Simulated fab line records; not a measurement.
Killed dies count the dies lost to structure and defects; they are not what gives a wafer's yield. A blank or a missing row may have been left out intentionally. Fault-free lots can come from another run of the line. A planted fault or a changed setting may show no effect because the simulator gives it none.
Split-lot study || flow rit cmos || 5 lots, 23 wafers read, on a route of 202 steps

THE SPLIT
At RIT_GATE_CVD_08 (deposits poly-Si from SiH4, target thk 250 nm, time 2220 s), the setting sih4 flow sccm was moved away from the recipe's 100 sccm on 15 of the 23 wafers read, by -9.4% to +11.8%. This setting was run at the recipe's value on the other wafers.

Between the split and the reading, the file records no step.

THE READING
GATE_POLY_THK, in nm, at RIT_GATE_THK_MEAS_09. Fault-free wafers of this fab line usually give 250.7 nm, standard deviation 1.8 nm.

{"wafer": "L074.1", "tool, chamber at the split": "-, -", "sih4 flow sccm as run, sccm": 100, "against the recipe": "recipe", "GATE_POLY_THK, nm": 251.4, "against lot-mates on the recipe": "-"}
{"wafer": "L074.2", "tool, chamber at the split": "-, -", "sih4 flow sccm as run, sccm": 100, "against the recipe": "recipe", "GATE_POLY_THK, nm": 251.4, "against lot-mates on the recipe": "-"}
{"wafer": "L074.4", "tool, chamber at the split": "-, -", "sih4 flow sccm as run, sccm": 100, "against the recipe": "recipe", "GATE_POLY_THK, nm": 249.5, "against lot-mates on the recipe": "-"}
{"wafer": "L074.5", "tool, chamber at the split": "-, -", "sih4 flow sccm as run, sccm": 100, "against the recipe": "recipe", "GATE_POLY_THK, nm": 249.1, "against lot-mates on the recipe": "-"}
{"wafer": "L074.6", "tool, chamber at the split": "-, -", "sih4 flow sccm as run, sccm": 100, "against the recipe": "recipe", "GATE_POLY_THK, nm": 248.3, "against lot-mates on the recipe": "-"}
{"wafer": "L075.3", "tool, chamber at the split": "lpcvd-01, 0", "sih4 flow sccm as run, sccm": 100, "against the recipe": "recipe", "GATE_POLY_THK, nm": 253.2, "against lot-mates on the recipe": "-"}
{"wafer": "L075.4", "tool, chamber at the split": "lpcvd-01, 0", "sih4 flow sccm as run, sccm": 100, "against the recipe": "recipe", "GATE_POLY_THK, nm": 252.0, "against lot-mates on the recipe": "-"}
{"wafer": "L075.5", "tool, chamber at the split": "lpcvd-01, 0", "sih4 flow sccm as run, sccm": 100, "against the recipe": "recipe", "GATE_POLY_THK, nm": 252.9, "against lot-mates on the recipe": "-"}
{"wafer": "L078.1", "tool, chamber at the split": "-, -", "sih4 flow sccm as run, sccm": 92.49, "against the recipe": "-7.5%", "GATE_POLY_THK, nm": 231.7, "against lot-mates on the recipe": "no lot-mate on the recipe"}
{"wafer": "L078.2", "tool, chamber at the split": "-, -", "sih4 flow sccm as run, sccm": 92.49, "against the recipe": "-7.5%", "GATE_POLY_THK, nm": 232.8, "against lot-mates on the recipe": "no lot-mate on the recipe"}
{"wafer": "L078.3", "tool, chamber at the split": "-, -", "sih4 flow sccm as run, sccm": 92.49, "against the recipe": "-7.5%", "GATE_POLY_THK, nm": 230.7, "against lot-mates on the recipe": "no lot-mate on the recipe"}
{"wafer": "L078.4", "tool, chamber at the split": "-, -", "sih4 flow sccm as run, sccm": 92.49, "against the recipe": "-7.5%", "GATE_POLY_THK, nm": 231.0, "against lot-mates on the recipe": "no lot-mate on the recipe"}
{"wafer": "L078.5", "tool, chamber at the split": "-, -", "sih4 flow sccm as run, sccm": 92.49, "against the recipe": "-7.5%", "GATE_POLY_THK, nm": 232.4, "against lot-mates on the recipe": "no lot-mate on the recipe"}
{"wafer": "L079.1", "tool, chamber at the split": "-, -", "sih4 flow sccm as run, sccm": 90.62, "against the recipe": "-9.4%", "GATE_POLY_THK, nm": 225.3, "against lot-mates on the recipe": "no lot-mate on the recipe"}
{"wafer": "L079.2", "tool, chamber at the split": "-, -", "sih4 flow sccm as run, sccm": 90.62, "against the recipe": "-9.4%", "GATE_POLY_THK, nm": 225.0, "against lot-mates on the recipe": "no lot-mate on the recipe"}
{"wafer": "L079.3", "tool, chamber at the split": "-, -", "sih4 flow sccm as run, sccm": 90.62, "against the recipe": "-9.4%", "GATE_POLY_THK, nm": 228.1, "against lot-mates on the recipe": "no lot-mate on the recipe"}
{"wafer": "L079.4", "tool, chamber at the split": "-, -", "sih4 flow sccm as run, sccm": 90.62, "against the recipe": "-9.4%", "GATE_POLY_THK, nm": 226.0, "against lot-mates on the recipe": "no lot-mate on the recipe"}
{"wafer": "L079.6", "tool, chamber at the split": "-, -", "sih4 flow sccm as run, sccm": 90.62, "against the recipe": "-9.4%", "GATE_POLY_THK, nm": 224.6, "against lot-mates on the recipe": "no lot-mate on the recipe"}
{"wafer": "L081.1", "tool, chamber at the split": "-, -", "sih4 flow sccm as run, sccm": 111.8, "against the recipe": "+11.8%", "GATE_POLY_THK, nm": 280.3, "against lot-mates on the recipe": "no lot-mate on the recipe"}
{"wafer": "L081.2", "tool, chamber at the split": "-, -", "sih4 flow sccm as run, sccm": 111.8, "against the recipe": "+11.8%", "GATE_POLY_THK, nm": 280.0, "against lot-mates on the recipe": "no lot-mate on the recipe"}
{"wafer": "L081.3", "tool, chamber at the split": "-, -", "sih4 flow sccm as run, sccm": 111.8, "against the recipe": "+11.8%", "GATE_POLY_THK, nm": 280.0, "against lot-mates on the recipe": "no lot-mate on the recipe"}
{"wafer": "L081.4", "tool, chamber at the split": "-, -", "sih4 flow sccm as run, sccm": 111.8, "against the recipe": "+11.8%", "GATE_POLY_THK, nm": 280.5, "against lot-mates on the recipe": "no lot-mate on the recipe"}
{"wafer": "L081.5", "tool, chamber at the split": "-, -", "sih4 flow sccm as run, sccm": 111.8, "against the recipe": "+11.8%", "GATE_POLY_THK, nm": 277.8, "against lot-mates on the recipe": "no lot-mate on the recipe"}

THE FIT
A straight line over all 23 wafers: GATE_POLY_THK changes by +2.53 nm for each +1% of sih4 flow sccm; r = +1.00; the points scatter about the line by 1.5 nm.
Too few moved wafers with a lot-mate on the recipe to fit a line net of each lot's own level.

THE WHOLE CHAIN: every reading that the file lists as answering this split, in the file's order
{"step": "RIT_GATE_CVD_08", "what it does": "deposits poly-Si from SiH4, target thk 250 nm, time 2220 s", "reading": "poly-Si_of_GATE_CVD_08.thk nm (the simulator's own value, which no gauge read)", "change (the file's fit)": "+2.52 nm for each +1% of the setting", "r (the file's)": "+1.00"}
{"step": "RIT_GATE_THK_MEAS_09", "what it does": "", "reading": "GATE_POLY_THK", "change (the file's fit)": "+2.53 for each +1% of the setting", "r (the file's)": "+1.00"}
{"step": "RIT_GATE_ETCH_19", "what it does": "etches poly-Si in SF6/CHF3/O2, stops on SiO2, time 171.6 s, target depth 312.5 nm", "reading": "GATE.feature depth nm (the simulator's own value, which no gauge read)", "change (the file's fit)": "+2.52 nm for each +1% of the setting", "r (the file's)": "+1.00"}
{"step": "RIT_GATE_ETCH_19", "what it does": "etches poly-Si in SF6/CHF3/O2, stops on SiO2, time 171.6 s, target depth 312.5 nm", "reading": "etch.depth nm (the simulator's own value, which no gauge read)", "change (the file's fit)": "+2.52 nm for each +1% of the setting", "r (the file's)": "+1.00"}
{"step": "RIT_REOX_OXIDATION_03", "what it does": "target thk 25.2 nm, ox time 5580 s", "reading": "poly-Si_of_GATE_CVD_08.thk nm (the simulator's own value, which no gauge read)", "change (the file's fit)": "+2.57 nm for each +1% of the setting", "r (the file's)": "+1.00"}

FILE'S OWN FIT
GATE_POLY_THK changes by +2.53 nm for each +1% of sih4 flow sccm, r = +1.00.
